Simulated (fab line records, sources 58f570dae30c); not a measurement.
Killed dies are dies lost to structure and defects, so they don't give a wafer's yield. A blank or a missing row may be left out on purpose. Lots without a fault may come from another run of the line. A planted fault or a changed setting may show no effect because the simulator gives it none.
Which tool did it? | flow berkeley_cmos170 | 14 lots, 42 wafers sampled, at 5 steps of a route of 331

WHAT THE GAUGES READ, wafer by wafer
UCB170_PLDD_OVL_MEAS_07. Usual: PLDD_OVL -3 nm, standard deviation 6.9.
lot  | measured     | on         | PLDD_OVL (nm) | flag
L949 | day 7 05:24  | overlay-01 | -5 -18 -3     |
L950 | day 8 11:16  | overlay-02 | -14 -14 -7    |
L952 | day 8 11:46  | overlay-01 | -7 -9 -5      |
L951 | day 8 12:01  | overlay-01 | 1 -6 -7       |
L955 | day 8 21:04  | overlay-01 | -5 -10 -7     |
L957 | day 9 11:07  | overlay-02 | -8 -8 0       |
L956 | day 9 11:14  | overlay-01 | -6 -3 -7      |
L958 | day 9 21:31  | overlay-01 | 12 -2 11      |
L959 | day 9 21:46  | overlay-01 | 5 3 0         |
L963 | day 10 22:16 | overlay-02 | -4 6 2        |
L962 | day 10 22:25 | overlay-01 | 0 -2 -1       |
L966 | day 11 05:55 | overlay-01 | 12 4 7        |
L965 | day 11 06:22 | overlay-01 | -13 -7 -6     |
L971 | day 13 00:29 | overlay-02 | 1 10 1        |

UCB170_PSD_OVL_MEAS_07. Usual: PSD_OVL -2 nm, standard deviation 5.2.
lot  | measured     | on         | PSD_OVL (nm) | flag
L949 | day 7 19:44  | overlay-02 | -4 -7 -3     |
L950 | day 8 20:56  | overlay-02 | 0 -6 -6      |
L952 | day 8 20:35  | overlay-01 | 6 5 -1       |
L951 | day 8 20:49  | overlay-01 | -8 4 -10     |
L955 | day 9 07:00  | overlay-02 | 8 1 4        |
L957 | day 9 21:25  | overlay-02 | 0 7 2        |
L956 | day 9 21:41  | overlay-02 | 6 -2 -4      |
L958 | day 10 08:27 | overlay-02 | -6 3 -10     |
L959 | day 10 08:44 | overlay-01 | -4 -11 -8    |
L963 | day 11 10:01 | overlay-02 | -5 -9 -6     |
L962 | day 11 10:04 | overlay-01 | -3 6 8       |
L966 | day 11 16:31 | overlay-01 | -10 3 -3     |
L965 | day 11 16:44 | overlay-02 | 1 2 -4       |
L971 | day 13 12:14 | overlay-02 | 4 -6 -2      |

WHICH TOOL RAN EACH LOT (tool, then ch and the chambers of the sampled wafers, then the start)
lot  | UCB170_PLDD_COAT_01               | UCB170_PLDD_STRIP_10                 | UCB170_NLDD_STRIP_10
L949 | litho_track-01 ch 0, day 7 04:37  | plasma_asher-01 ch 0,1, day 7 05:44  | plasma_asher-02 ch 0,1, day 7 07:29
L950 | litho_track-04 ch 0, day 8 10:04  | plasma_asher-03 ch 0,1, day 8 11:35  | plasma_asher-04 ch 0,1, day 8 13:13
L952 | litho_track-04 ch 0, day 8 10:29  | plasma_asher-04 ch 0,1, day 8 12:07  | plasma_asher-02 ch 0, day 8 13:44
L951 | litho_track-04 ch 0, day 8 10:58  | plasma_asher-01 ch 1, day 8 12:21    | plasma_asher-02 ch 0,1, day 8 14:28
L955 | litho_track-01 ch 0, day 8 20:04  | plasma_asher-04 ch 0,1, day 8 21:26  | plasma_asher-02 ch 0,1, day 8 23:29
L957 | litho_track-01 ch 0, day 9 09:52  | plasma_asher-01 ch 0,1, day 9 11:26  | plasma_asher-04 ch 0,1, day 9 14:17
L956 | litho_track-04 ch 0, day 9 10:13  | plasma_asher-03 ch 0,1, day 9 11:36  | plasma_asher-02 ch 0,1, day 9 14:34
L958 | litho_track-04 ch 0, day 9 20:29  | plasma_asher-01 ch 0,1, day 9 21:52  | plasma_asher-04 ch 0,1, day 9 23:49
L959 | litho_track-01 ch 0, day 9 20:55  | plasma_asher-04 ch 0,1, day 9 22:06  | plasma_asher-01 ch 0,1, day 10 00:25
L963 | litho_track-04 ch 0, day 10 21:23 | plasma_asher-03 ch 0,1, day 10 22:38 | plasma_asher-04 ch 0,1, day 11 00:16
L962 | litho_track-01 ch 0, day 10 21:26 | plasma_asher-01 ch 0,1, day 10 22:44 | plasma_asher-01 ch 0,1, day 11 00:38
L966 | litho_track-01 ch 0, day 11 04:49 | plasma_asher-04 ch 0,1, day 11 06:16 | plasma_asher-01 ch 0,1, day 11 08:03
L965 | litho_track-03 ch 0, day 11 05:08 | plasma_asher-01 ch 0,1, day 11 06:43 | plasma_asher-02 ch 0,1, day 11 08:41
L971 | litho_track-03 ch 0, day 12 23:16 | plasma_asher-04 ch 0,1, day 13 00:49 | plasma_asher-02 ch 0,1, day 13 02:38
- UCB170_PLDD_COAT_01: resist thk 900 nm.
- UCB170_PLDD_STRIP_10: strips in O2.
- UCB170_NLDD_STRIP_10: strips in O2.

WHAT THE TOOLS THEMSELVES READ (means of the sampled wafers that have a number; where no wafer has one, the mark that the record gives instead)
UCB170_PLDD_STRIP_10. Usual: drypump_motor_current_A 6.23 A, standard deviation 0.2; oes_product_au 0.734 a.u., standard deviation 0.0042; strip_time_to_endpoint_s 21.60 s, standard deviation 0.058.
lot  | tool            | drypump_motor_current_A (A) | oes_product_au (a.u.) | strip_time_to_endpoint_s (s) | flag
L949 | plasma_asher-01 | 6.26                        | 0.736                 | 21.63                        |
L950 | plasma_asher-03 | 6.10                        | 0.737                 | 21.65                        |
L952 | plasma_asher-04 | 6.26                        | 0.734                 | 21.63                        |
L951 | plasma_asher-01 | 6.23                        | 0.734                 | 21.56                        |
L955 | plasma_asher-04 | 6.24                        | 0.734                 | 21.58                        |
L957 | plasma_asher-01 | 6.27                        | 0.734                 | 21.68                        |
L956 | plasma_asher-03 | 6.33                        | 0.731                 | 21.65                        |
L958 | plasma_asher-01 | 6.26                        | 0.736                 | 21.58                        |
L959 | plasma_asher-04 | 6.15                        | 0.735                 | 21.65                        |
L963 | plasma_asher-03 | 6.32                        | 0.732                 | 21.65                        |
L962 | plasma_asher-01 | 6.26                        | 0.731                 | 21.95                        | OFF
L966 | plasma_asher-04 | 6.26                        | 0.732                 | 21.92                        | OFF
L965 | plasma_asher-01 | 6.26                        | 0.739                 | 21.57                        |
L971 | plasma_asher-04 | 6.16                        | 0.735                 | 21.58                        |

UCB170_NLDD_STRIP_10. Usual: drypump_motor_current_A 6.09 A, standard deviation 0.25; oes_product_au 0.734 a.u., standard deviation 0.0051; strip_time_to_endpoint_s 21.60 s, standard deviation 0.066.
lot  | tool            | drypump_motor_current_A (A) | oes_product_au (a.u.) | strip_time_to_endpoint_s (s) | flag
L949 | plasma_asher-02 | 5.88                        | 0.737                 | 21.54                        |
L950 | plasma_asher-04 | 6.15                        | 0.740                 | 21.64                        |
L952 | plasma_asher-02 | 6.20                        | 0.733                 | 21.51                        |
L951 | plasma_asher-02 | 5.88                        | 0.732                 | 21.58                        |
L955 | plasma_asher-02 | 6.05                        | 0.733                 | 21.56                        |
L957 | plasma_asher-04 | 6.15                        | 0.729                 | 21.67                        |
L956 | plasma_asher-02 | 5.87                        | 0.731                 | 21.59                        |
L958 | plasma_asher-04 | 6.25                        | 0.737                 | 21.58                        |
L959 | plasma_asher-01 | 6.25                        | 0.727                 | 21.58                        |
L963 | plasma_asher-04 | 6.24                        | 0.732                 | 21.57                        |
L962 | plasma_asher-01 | 6.27                        | 0.736                 | 21.68                        |
L966 | plasma_asher-01 | 6.27                        | 0.730                 | 21.64                        |
L965 | plasma_asher-02 | 5.87                        | 0.736                 | 21.54                        |
L971 | plasma_asher-02 | 5.87                        | 0.738                 | 21.64                        |

THE ANSWER, worked out from the rows above alone
Rule: a lot is off if the mean of its wafers that have a number lies more than 3 standard deviations from the usual mean. A lot without any number at a reading at which 4 lots or more have one is off too. The other lots that the step has rows for count as sound. The gauges are gone through in route order, then the tools' own readings, and for those a lot's mean is taken as printed above. The first step at which some lot is off is used, and at that step the reading that is off furthest; a lot without a number counts as furthest.
Off: L962, L966, at UCB170_PLDD_STRIP_10 (strip_time_to_endpoint_s).
A tool fits if, at that step or a process step before it, it ran every lot that is off, and no sound lot after the first of them. One fits: litho_track-01 at UCB170_PLDD_COAT_01. Its last sound lot is L959 (day 9 20:55), its first lot that is off L962 (day 10 21:26): a fault that began between those two fits.

WHAT THE SIMULATOR HAD PUT IN
Process parameter drift: litho_track-01, from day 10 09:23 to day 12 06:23, at UCB170_PLDD_COAT_01. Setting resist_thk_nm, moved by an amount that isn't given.
Lots struck among those shown: L962, L966. The rule above found the same.
